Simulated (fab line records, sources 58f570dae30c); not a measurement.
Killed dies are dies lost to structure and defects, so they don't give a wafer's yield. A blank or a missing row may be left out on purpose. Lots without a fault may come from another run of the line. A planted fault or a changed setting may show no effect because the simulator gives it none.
Split-lot experiment | flow berkeley_cmos170 | 5 lots, 23 wafers read, on a route of 331 steps

THE SPLIT
At UCB170_SACOX_OXIDATION_01 (target thk 14.4 nm, ox time 2400 s), the setting ox_time_s was moved away from the recipe's 2400 s on 10 of the 23 wafers read, by +8.0% to +14.7%. The other wafers ran this setting at the recipe's value.

The file shows no step between the split and the reading.

THE READING
SACOX_OXIDE_THK, in nm, at UCB170_SACOX_THK_MEAS_02. Fault-free wafers of this fab line usually give 14.28 nm, standard deviation 0.22 nm.

wafer  | tool, chamber at the split | ox_time_s as run, s | against the recipe | SACOX_OXIDE_THK, nm | against lot-mates on the recipe
L074.1 | -, -                       | 2400                | recipe             | 14.24               | -
L074.3 | -, -                       | 2400                | recipe             | 14.17               | -
L074.4 | -, -                       | 2400                | recipe             | 14.21               | -
L074.5 | -, -                       | 2400                | recipe             | 14.06               | -
L074.6 | -, -                       | 2400                | recipe             | 14.26               | -
L077.1 | -, -                       | 2591                | +8.0%              | 14.64               | no lot-mate on the recipe
L077.2 | -, -                       | 2591                | +8.0%              | 14.68               | no lot-mate on the recipe
L077.3 | -, -                       | 2591                | +8.0%              | 14.66               | no lot-mate on the recipe
L077.4 | -, -                       | 2591                | +8.0%              | 14.66               | no lot-mate on the recipe
L077.6 | -, -                       | 2591                | +8.0%              | 14.65               | no lot-mate on the recipe
L078.1 | -, -                       | 2753                | +14.7%             | 15.70               | no lot-mate on the recipe
L078.3 | -, -                       | 2753                | +14.7%             | 15.73               | no lot-mate on the recipe
L078.4 | -, -                       | 2753                | +14.7%             | 15.61               | no lot-mate on the recipe
L078.5 | -, -                       | 2753                | +14.7%             | 15.80               | no lot-mate on the recipe
L078.6 | -, -                       | 2753                | +14.7%             | 15.82               | no lot-mate on the recipe
L084.1 | -, -                       | 2400                | recipe             | 14.29               | -
L084.2 | -, -                       | 2400                | recipe             | 14.41               | -
L084.3 | -, -                       | 2400                | recipe             | 14.24               | -
L084.4 | -, -                       | 2400                | recipe             | 14.26               | -
L084.5 | -, -                       | 2400                | recipe             | 14.34               | -
L085.1 | furnace-04, 0              | 2400                | recipe             | 14.01               | -
L085.3 | furnace-04, 0              | 2400                | recipe             | 14.04               | -
L085.4 | furnace-04, 0              | 2400                | recipe             | 14.12               | -

THE FIT
A straight line over all 23 wafers: SACOX_OXIDE_THK changes by +0.0972 nm for each +1% of ox_time_s; r = +0.96; the points scatter about the line by 0.18 nm.
Too few moved wafers have a lot-mate on the recipe to fit a line with each lot's own level taken away.

THE WHOLE CHAIN: every reading that the file lists as answering this split, in the file's order
step                      | what it does                       | reading                                                                            | change (the file's fit)                | r (the file's)
UCB170_SACOX_OXIDATION_01 | target thk 14.4 nm, ox time 2400 s | SiO2_of_SACOX_OXIDATION_01.thk_nm (the simulator's own value, which no gauge read) | +0.0959 nm for each +1% of the setting | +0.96
UCB170_SACOX_THK_MEAS_02  |                                    | SACOX_OXIDE_THK                                                                    | +0.0972 for each +1% of the setting    | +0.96

THE FILE'S OWN FIT
SACOX_OXIDE_THK changes by +0.0972 nm for each +1% of ox_time_s, r = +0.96.
